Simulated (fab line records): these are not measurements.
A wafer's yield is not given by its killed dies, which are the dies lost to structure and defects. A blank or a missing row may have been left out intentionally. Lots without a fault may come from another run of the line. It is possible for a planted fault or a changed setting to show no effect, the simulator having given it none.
Check of tool commonality    flow berkeley_cmos170    14 lots and 42 wafers in the sample

## WHY IT WAS OPENED
At UCB170_PFIELD_TW_MEAS_09 the reading PFIELD_TW is flagged on 2 of 14 lots. Fault-free wafers read 605, with a standard deviation of 4.7.
Rule: flag the lot when none of its wafers has a number, or when each of its wafers that has one lies beyond 4 standard deviations from that mean. As for the other lots, they are considered sound.

lot   measured     on             PFIELD_TW, wafer by wafer  flag
L164  day 4 11:55  film_metro-03  599 595 600                
L165  day 4 18:14  film_metro-01  606 605 605                
L166  day 5 02:03  film_metro-03  604 603 603                
L168  day 5 09:16  film_metro-02  602 603 602                
L169  day 5 22:05  film_metro-03  601 603 600                
L170  day 6 01:52  film_metro-03  602 603 601                
L172  day 6 11:11  film_metro-03  600 603 604                
L175  day 6 22:08  film_metro-02  606 606 606                
L176  day 7 12:44  film_metro-02  604 607 608                
L177  day 7 12:53  film_metro-02  608 609 609                
L179  day 7 22:21  film_metro-01  514 516 515                FLAGGED
L180  day 8 04:00  film_metro-03  502 504 504                FLAGGED
L184  day 8 21:05  film_metro-01  611 612 612                
L185  day 8 22:14  film_metro-02  604 609 605                
On average the flagged lots' numbers are 509, which is -96 against the usual, or -20 standard deviations.

## TOOL THAT RAN EACH LOT
The record keeps 1 process step preceding the reading, out of 331 steps on the route. Each cell gives the tool, then ch followed by the chambers the sampled wafers passed through, then the start.
lot   flag     UCB170_PFIELD_IMPLANT_07
L164           implanter-03 ch 0, day 4 11:40
L165           implanter-02 ch 0, day 4 18:01
L166           implanter-03 ch 0, day 5 01:48
L168           implanter-03 ch 0, day 5 09:01
L169           implanter-02 ch 0, day 5 21:50
L170           implanter-04 ch 0, day 6 01:38
L172           implanter-04 ch 0, day 6 10:56
L175           implanter-04 ch 0, day 6 21:54
L176           implanter-02 ch 0, day 7 12:29
L177           implanter-04 ch 0, day 7 12:38
L179  FLAGGED  implanter-04 ch 0, day 7 22:06
L180  FLAGGED  implanter-04 ch 0, day 8 03:46
L184           implanter-03 ch 0, day 8 20:50
L185           implanter-03 ch 0, day 8 21:59
These steps, and what they do:
- UCB170_PFIELD_IMPLANT_07
- UCB170_PFIELD_TW_MEAS_09

## FLAGGED AGAINST TOTAL, ONE TOOL AT A TIME (gauges that did the reading follow at the end)
step                      tool           lots run  flagged  share of the flagged lots  sound lots run after its first flagged lot
UCB170_PFIELD_IMPLANT_07  implanter-02   3         0        none                       -
UCB170_PFIELD_IMPLANT_07  implanter-03   5         0        none                       -
UCB170_PFIELD_IMPLANT_07  implanter-04   6         2        all                        0
UCB170_PFIELD_TW_MEAS_09  film_metro-01  3         1        some                       1 (L184)
UCB170_PFIELD_TW_MEAS_09  film_metro-02  5         0        none                       -
UCB170_PFIELD_TW_MEAS_09  film_metro-03  6         1        some                       0

## THE TABLE: WHAT IT ALLOWS
Rows of the table that ran each flagged lot: 1, that is implanter-04 at UCB170_PFIELD_IMPLANT_07.
- implanter-04 at UCB170_PFIELD_IMPLANT_07 ran 6 lots, 2 of them flagged. It ran its last sound lot, L177, at day 7 12:38 and its first flagged lot, L179, at day 7 22:06: a fault with its onset between the two fits. Its own readings lie more than 4 standard deviations out on every wafer of the flagged lots: dose_ions_cm2, faraday_current_uA.
One tool is left: implanter-04 at UCB170_PFIELD_IMPLANT_07.

## WHAT HAD BEEN PUT IN BY THE SIMULATOR
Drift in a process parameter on implanter-04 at UCB170_PFIELD_IMPLANT_07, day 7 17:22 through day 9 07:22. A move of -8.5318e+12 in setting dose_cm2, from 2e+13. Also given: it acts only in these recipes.
Struck lots among those shown: L179, L180. The rule given above showed the same thing.
